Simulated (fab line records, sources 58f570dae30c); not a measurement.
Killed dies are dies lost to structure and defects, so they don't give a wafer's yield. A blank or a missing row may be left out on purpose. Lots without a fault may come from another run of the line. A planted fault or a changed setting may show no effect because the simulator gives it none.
Which tool did it? | flow berkeley_cmos170 | 14 lots, 42 wafers sampled, at 3 steps of a route of 331

WHAT THE GAUGES READ, wafer by wafer
UCB170_M1_RS_MEAS_01: measures by four-point-probe.
lot  | measured     | on            | M1_AL_RS (ohm/sq)
L729 | day 7 22:20  | film_metro-03 | 0.0485 0.0490 0.0481
L731 | day 8 13:34  | film_metro-02 | 0.0483 0.0486 0.0487
L733 | day 9 01:35  | film_metro-02 | 0.0489 0.0479 0.0490
L734 | day 9 02:28  | film_metro-03 | 0.0487 0.0489 0.0487
L736 | day 9 13:13  | film_metro-02 | 0.0481 0.0481 0.0485
L740 | day 10 03:01 | film_metro-01 | 0.0503 0.0504 0.0507
L738 | day 10 05:31 | film_metro-02 | 0.0508 0.0495 0.0500
L744 | day 11 12:33 | film_metro-03 | 0.0480 0.0480 0.0488
L746 | day 12 01:26 | film_metro-03 | 0.0488 0.0479 0.0481
L747 | day 12 02:34 | film_metro-03 | 0.0490 0.0483 0.0496
L748 | day 12 11:17 | film_metro-03 | 0.0489 0.0491 0.0487
L752 | day 13 12:41 | film_metro-01 | 0.0488 0.0492 0.0487
L750 | day 13 12:49 | film_metro-02 | 0.0495 0.0492 0.0488
L751 | day 13 13:50 | film_metro-03 | 0.0490 0.0489 0.0483

UCB170_M1_THK_MEAS_02: measures by xrf.
lot  | measured     | on            | M1_AL_THK (nm)
L729 | day 7 22:28  | film_metro-03 | 593 588 597
L731 | day 8 13:40  | film_metro-02 | 591 587 588
L733 | day 9 01:42  | film_metro-02 | 584 595 581
L734 | day 9 02:35  | film_metro-03 | 590 588 588
L736 | day 9 13:19  | film_metro-02 | 590 592 586
L740 | day 10 03:08 | film_metro-01 | 573 575 567
L738 | day 10 05:37 | film_metro-02 | 560 579 567
L744 | day 11 12:40 | film_metro-03 | 599 597 590
L746 | day 12 01:33 | film_metro-03 | 589 599 597
L747 | day 12 02:41 | film_metro-03 | 587 593 578
L748 | day 12 11:25 | film_metro-03 | 591 587 593
L752 | day 13 12:47 | film_metro-01 | 591 586 592
L750 | day 13 12:56 | film_metro-02 | 580 583 585
L751 | day 13 13:57 | film_metro-03 | 590 589 598

WHICH TOOL RAN EACH LOT (tool, then ch and the chambers of the sampled wafers, then the start)
lot  | UCB170_M1_SPUTTER_00
L729 | pvd_sputter-04, day 7 22:17
L731 | pvd_sputter-02, day 8 13:27
L733 | pvd_sputter-02, day 9 01:31
L734 | pvd_sputter-04, day 9 02:23
L736 | pvd_sputter-04, day 9 13:07
L740 | pvd_sputter-04, day 10 02:56
L738 | pvd_sputter-04, day 10 05:25
L744 | pvd_sputter-02, day 11 12:28
L746 | pvd_sputter-02, day 12 01:22
L747 | pvd_sputter-03, day 12 02:31
L748 | pvd_sputter-02, day 12 11:14
L752 | pvd_sputter-02, day 13 12:35
L750 | pvd_sputter-04, day 13 12:46
L751 | pvd_sputter-03, day 13 13:46
- UCB170_M1_SPUTTER_00: material Al, target thk 600 nm, time 80 s.

WHAT THE TOOLS THEMSELVES READ (means of the sampled wafers that have a number; where no wafer has one, the mark that the record gives instead)
UCB170_M1_SPUTTER_00.
lot  | tool           | cathode_dc_power_W (W) | chamber_pressure_pa (Pa) | throttle_valve_pct (%)
L729 | pvd_sputter-04 | 5999.5                 | 0.4989                   | 28.7
L731 | pvd_sputter-02 | 6001.0                 | 0.4999                   | 30.8
L733 | pvd_sputter-02 | 5999.9                 | 0.5000                   | 30.3
L734 | pvd_sputter-04 | 6000.6                 | 0.4988                   | 29.6
L736 | pvd_sputter-04 | 5999.4                 | 0.5014                   | 29.8
L740 | pvd_sputter-04 | 5999.8                 | 0.5786                   | 27.8
L738 | pvd_sputter-04 | 5999.0                 | 0.5780                   | 27.3
L744 | pvd_sputter-02 | 6000.6                 | 0.4987                   | 30.8
L746 | pvd_sputter-02 | 6000.9                 | 0.5006                   | 30.2
L747 | pvd_sputter-03 | 6000.8                 | 0.5008                   | 29.1
L748 | pvd_sputter-02 | 6000.2                 | 0.5004                   | 30.8
L752 | pvd_sputter-02 | 6000.6                 | 0.4992                   | 30.5
L750 | pvd_sputter-04 | 6000.9                 | 0.4999                   | 29.4
L751 | pvd_sputter-03 | 5999.0                 | 0.5001                   | 29.2

THE ANSWER, worked out from the rows above alone
Rule: what is usual is taken from the lots themselves. Put in order of their means at a reading, lots are off if they are a third of the lots or fewer, leave a main group of 4 or more, and stand apart from it by a gap of 3 or more times the standard deviation of the main group's means; of several such gaps the widest counts. A main group whose means are all the same, to the digits that the tables above print for the reading, isn't used. A lot without any number at a reading at which 4 lots or more have one is off too. The other lots that the step has rows for count as sound. The gauges are gone through in route order, then the tools' own readings, and for those a lot's mean is taken as printed above. The first step at which some lot is off is used, and at that step the reading that is off furthest; a lot without a number counts as furthest.
Off: L740, L738, at UCB170_M1_RS_MEAS_01 (M1_AL_RS). The main group: mean 0.0487 ohm/sq, standard deviation 0.00029.
A tool fits if, at a process step before that reading, it ran every lot that is off, and no sound lot after the first of them. The gauges at UCB170_M1_RS_MEAS_01 aren't tried: what is off there is off at UCB170_M1_SPUTTER_00 too, on other tools, and a gauge's error can't cause that. None of those tried fits.

WHAT THE SIMULATOR HAD PUT IN
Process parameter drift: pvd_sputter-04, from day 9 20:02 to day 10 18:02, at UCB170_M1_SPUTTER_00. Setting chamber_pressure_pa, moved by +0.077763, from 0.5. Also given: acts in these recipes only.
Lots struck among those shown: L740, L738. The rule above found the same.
